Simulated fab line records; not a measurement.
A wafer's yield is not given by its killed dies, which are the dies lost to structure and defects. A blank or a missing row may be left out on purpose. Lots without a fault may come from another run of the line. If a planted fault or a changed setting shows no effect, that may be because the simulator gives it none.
Problem report, 8D (eight disciplines) form, completed by code | flow rit_cmos | the parts of the form that need people (team, actions taken, sign-off) are left out

== 1. WHAT WENT WRONG ==
RIT_GATE_CD_MEAS_16, cd_nm: mean 136.7 nm on 3 wafers (1 lot); fault-free wafers 149.6 nm, standard deviation 2.4. Relative to the usual mean, that is a shift of -5.4 standard deviations.
The step: target cd 150 nm.
The first sign was on wafer L936.1 at day 5 20:01, on cd_sem-01. The record has a number at this step for 39 wafers belonging to 13 lots. The rule behind "out" and "out of limits": a value lying over 4 standard deviations away from the usual mean. Any other wafer with a number is counted as sound.

== 2. WHAT IT IS AND WHAT IT IS NOT ==
question                    | is                     | is not
which readings at this step | cd_nm                  | -
which lots                  | L936                   | L920, L921, L922, L923, L925, L926, L927, L938, L939, L940, L941, L942
which wafers of those lots  | all that have a number | -
read on which gauges        | cd_sem-01              | cd_sem-02
when                        | from day 5 20:01       | up to then (21 sound wafers); but 15 sound wafers of L938, L939, L940, L941, L942 came after

== 3. SUSPECTS, AND WHAT RULES EACH OUT ==
Counting: any tool at a process step up to the reading is kept as a suspect provided that every lot that is out went through it and no sound lot did after the first of them.
- the gauge at RIT_GATE_CD_MEAS_16: kept. All the wafers that are out were read on cd_sem-01, and no step on other tools shows them out.
- litho_track-04 at RIT_GATE_DEVELOP_15 (develop time 50 s): kept. It ran the lot that is out, L936 (day 5 19:00), and no sound lot after that; its last sound lot up to then is L927 (day 4 04:00).
The count leaves cd_sem-01 at RIT_GATE_CD_MEAS_16 and litho_track-04 at RIT_GATE_DEVELOP_15.

== 4. THE CAUSE (what the simulator had put in) ==
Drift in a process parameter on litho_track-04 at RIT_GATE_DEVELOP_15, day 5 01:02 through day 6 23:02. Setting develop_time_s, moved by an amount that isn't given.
This tool is one of the 2 suspects left after counting.

== 5. THE EFFECT CHAIN, in route order ==
Each row: a reading where the mean over the struck wafers with a number is more than 3 standard deviations away from the usual. Only readings for which the record gives a usual standard deviation are gone through. hours: the time from each lot's start at the first step in this table that gives one to its start at this step, as a median over the lots. sigmas: the change in usual standard deviations.
hours | step                | reading | usual    | on struck wafers | change | sigmas
0     | RIT_GATE_CD_MEAS_16 | cd_nm   | 149.6 nm | 136.7            | -12.9  | -5.4

== 6. WHAT WOULD HAVE CAUGHT IT SOONER ==
19 hours passed between the start of the fault at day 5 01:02 and the first reading out of limits at a measuring or inspecting step in this record, taken at day 5 20:01.
Tool readings at RIT_GATE_DEVELOP_15 with a usual standard deviation given in the record: none out on any struck wafer, hence no alarm at a limit of 4 standard deviations on them.
The start of RIT_GATE_DEVELOP_15 on litho_track-04 came by day 5 20:01 for every one of the lots that are out (1). Tool hold at that time: it would have spared none of them.
